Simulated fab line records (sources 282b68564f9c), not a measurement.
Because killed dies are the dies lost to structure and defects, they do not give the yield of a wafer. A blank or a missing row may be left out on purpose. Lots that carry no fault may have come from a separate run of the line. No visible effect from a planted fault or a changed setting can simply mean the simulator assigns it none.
Split-lot trial :: flow rit-cmos :: 23 wafers read from 5 lots, route of 202 steps

## THE SPLIT ITSELF
At RIT_SILICIDE_SPUTTER_01 (material Ti, target thk 30 nm, time 240 s), the setting time-s was moved away from the recipe's 240 s on 11 of the 23 wafers read, by -13.6% to +13.5%. For the rest of the wafers, this setting stayed at what the recipe calls for.

## THE PATH FROM SPLIT TO READING: the file shows 1 step between them
- RIT_SILICIDE_RS_MEAS_02: measures by four-point-probe

## THE READING
SILICIDE_TI_THK, in nm, at RIT_SILICIDE_THK_MEAS_03 (measures by xrf). Fault-free wafers of this fab line usually give 29.9 nm, standard deviation 0.38 nm.

wafer: L077.2
tool, chamber at the split: pvd-sputter-01, -
time-s as run, s: 240
against the recipe: recipe
SILICIDE_TI_THK, nm: 29.5
against lot-mates on the recipe: -

wafer: L077.3
tool, chamber at the split: pvd-sputter-01, -
time-s as run, s: 240
against the recipe: recipe
SILICIDE_TI_THK, nm: 29.6
against lot-mates on the recipe: -

wafer: L077.5
tool, chamber at the split: pvd-sputter-01, -
time-s as run, s: 240
against the recipe: recipe
SILICIDE_TI_THK, nm: 30.0
against lot-mates on the recipe: -

wafer: L078.1
tool, chamber at the split: pvd-sputter-03, -
time-s as run, s: 240
against the recipe: recipe
SILICIDE_TI_THK, nm: 29.7
against lot-mates on the recipe: -

wafer: L078.3
tool, chamber at the split: pvd-sputter-03, -
time-s as run, s: 272.4
against the recipe: +13.5%
SILICIDE_TI_THK, nm: 34.5
against lot-mates on the recipe: +4.6

wafer: L078.4
tool, chamber at the split: pvd-sputter-03, -
time-s as run, s: 272.4
against the recipe: +13.5%
SILICIDE_TI_THK, nm: 34.2
against lot-mates on the recipe: +4.4

wafer: L078.5
tool, chamber at the split: pvd-sputter-03, -
time-s as run, s: 272.4
against the recipe: +13.5%
SILICIDE_TI_THK, nm: 34.0
against lot-mates on the recipe: +4.1

wafer: L078.6
tool, chamber at the split: pvd-sputter-03, -
time-s as run, s: 240
against the recipe: recipe
SILICIDE_TI_THK, nm: 30.0
against lot-mates on the recipe: -

wafer: L082.1
tool, chamber at the split: pvd-sputter-03, -
time-s as run, s: 240
against the recipe: recipe
SILICIDE_TI_THK, nm: 29.8
against lot-mates on the recipe: -

wafer: L082.2
tool, chamber at the split: pvd-sputter-03, -
time-s as run, s: 240
against the recipe: recipe
SILICIDE_TI_THK, nm: 28.9
against lot-mates on the recipe: -

wafer: L082.3
tool, chamber at the split: pvd-sputter-03, -
time-s as run, s: 261.5
against the recipe: +9.0%
SILICIDE_TI_THK, nm: 32.1
against lot-mates on the recipe: +2.7

wafer: L082.4
tool, chamber at the split: pvd-sputter-03, -
time-s as run, s: 240
against the recipe: recipe
SILICIDE_TI_THK, nm: 29.6
against lot-mates on the recipe: -

wafer: L082.6
tool, chamber at the split: pvd-sputter-03, -
time-s as run, s: 261.5
against the recipe: +9.0%
SILICIDE_TI_THK, nm: 32.4
against lot-mates on the recipe: +3.0

wafer: L083.2
tool, chamber at the split: pvd-sputter-01, -
time-s as run, s: 240
against the recipe: recipe
SILICIDE_TI_THK, nm: 31.2
against lot-mates on the recipe: -

wafer: L083.3
tool, chamber at the split: pvd-sputter-01, -
time-s as run, s: 268.7
against the recipe: +12.0%
SILICIDE_TI_THK, nm: 33.9
against lot-mates on the recipe: +3.0

wafer: L083.4
tool, chamber at the split: pvd-sputter-01, -
time-s as run, s: 240
against the recipe: recipe
SILICIDE_TI_THK, nm: 30.5
against lot-mates on the recipe: -

wafer: L083.5
tool, chamber at the split: pvd-sputter-01, -
time-s as run, s: 268.7
against the recipe: +12.0%
SILICIDE_TI_THK, nm: 34.5
against lot-mates on the recipe: +3.6

wafer: L083.6
tool, chamber at the split: pvd-sputter-01, -
time-s as run, s: 268.7
against the recipe: +12.0%
SILICIDE_TI_THK, nm: 33.7
against lot-mates on the recipe: +2.9

wafer: L085.1
tool, chamber at the split: pvd-sputter-01, -
time-s as run, s: 207.4
against the recipe: -13.6%
SILICIDE_TI_THK, nm: 25.6
against lot-mates on the recipe: -3.9

wafer: L085.2
tool, chamber at the split: pvd-sputter-01, -
time-s as run, s: 207.4
against the recipe: -13.6%
SILICIDE_TI_THK, nm: 26.2
against lot-mates on the recipe: -3.3

wafer: L085.4
tool, chamber at the split: pvd-sputter-01, -
time-s as run, s: 240
against the recipe: recipe
SILICIDE_TI_THK, nm: 29.4
against lot-mates on the recipe: -

wafer: L085.5
tool, chamber at the split: pvd-sputter-01, -
time-s as run, s: 207.4
against the recipe: -13.6%
SILICIDE_TI_THK, nm: 26.2
against lot-mates on the recipe: -3.3

wafer: L085.6
tool, chamber at the split: pvd-sputter-01, -
time-s as run, s: 240
against the recipe: recipe
SILICIDE_TI_THK, nm: 29.6
against lot-mates on the recipe: -

THE FIT
A straight line over all 23 wafers: SILICIDE_TI_THK changes by +0.309 nm for each +1% of time-s; r = +0.98; the points scatter about the line by 0.53 nm.
The same after taking each lot's own level away (the mean of its wafers on the recipe; 23 wafers): +0.283 nm for each +1%; r = +0.99; scatter 0.37 nm.
On that fit, the largest move of time-s shifts the reading by 3.8 nm.
The span of the lots' own levels, 29.43 to 30.85 nm, comes to 3.7 times the standard deviation stated above.
The two slopes are in agreement: the lot-to-lot level therefore moves the slope only a little.
Check: with one of the wafers moved furthest among these (-13.6%) left out of the fit, the line predicts -3.69 nm for it against its lot-mates. It came out at -3.9 nm against them.

## OTHER SPLITS APPLIED TO THESE WAFERS
These wafers also went through other splits before the reading. Each is held against what the fit with the lots' levels taken away leaves over:
other split on the same wafers: RIT_GATE_EXPOSE_13 dose-mj
wafers away from the commonest value: 4
r with SILICIDE_TI_THK (lot level and that fit taken away): +0.30

other split on the same wafers: RIT_NLDD_IMPLANT_08 dose-cm2
wafers away from the commonest value: 6
r with SILICIDE_TI_THK (lot level and that fit taken away): +0.21

other split on the same wafers: RIT_PSD_IMPLANT_08 energy-kev
wafers away from the commonest value: 11
r with SILICIDE_TI_THK (lot level and that fit taken away): +0.10

other split on the same wafers: RIT_SDANNEAL_CLEAN_02 time-s
wafers away from the commonest value: 10
r with SILICIDE_TI_THK (lot level and that fit taken away): +0.42

## THE WHOLE CHAIN: every reading that the file lists as answering this split, in the file's order
step: RIT_SILICIDE_SPUTTER_01
what it does: material Ti, target thk 30 nm, time 240 s
reading: Ti_of_SILICIDE_SPUTTER_01.thk-nm (the simulator's own value, which no gauge read)
change (the file's fit): +0.292 nm for each +1% of the setting
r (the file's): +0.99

step: RIT_SILICIDE_RS_MEAS_02
what it does: measures by four-point-probe
reading: SILICIDE_TI_RS
change (the file's fit): -0.563 for each +1% of the setting
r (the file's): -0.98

step: RIT_SILICIDE_THK_MEAS_03
what it does: measures by xrf
reading: SILICIDE_TI_THK
change (the file's fit): +0.287 for each +1% of the setting
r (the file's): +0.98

## THE FILE'S OWN FIT
SILICIDE_TI_THK changes by +0.287 nm for each +1% of time-s, r = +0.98.
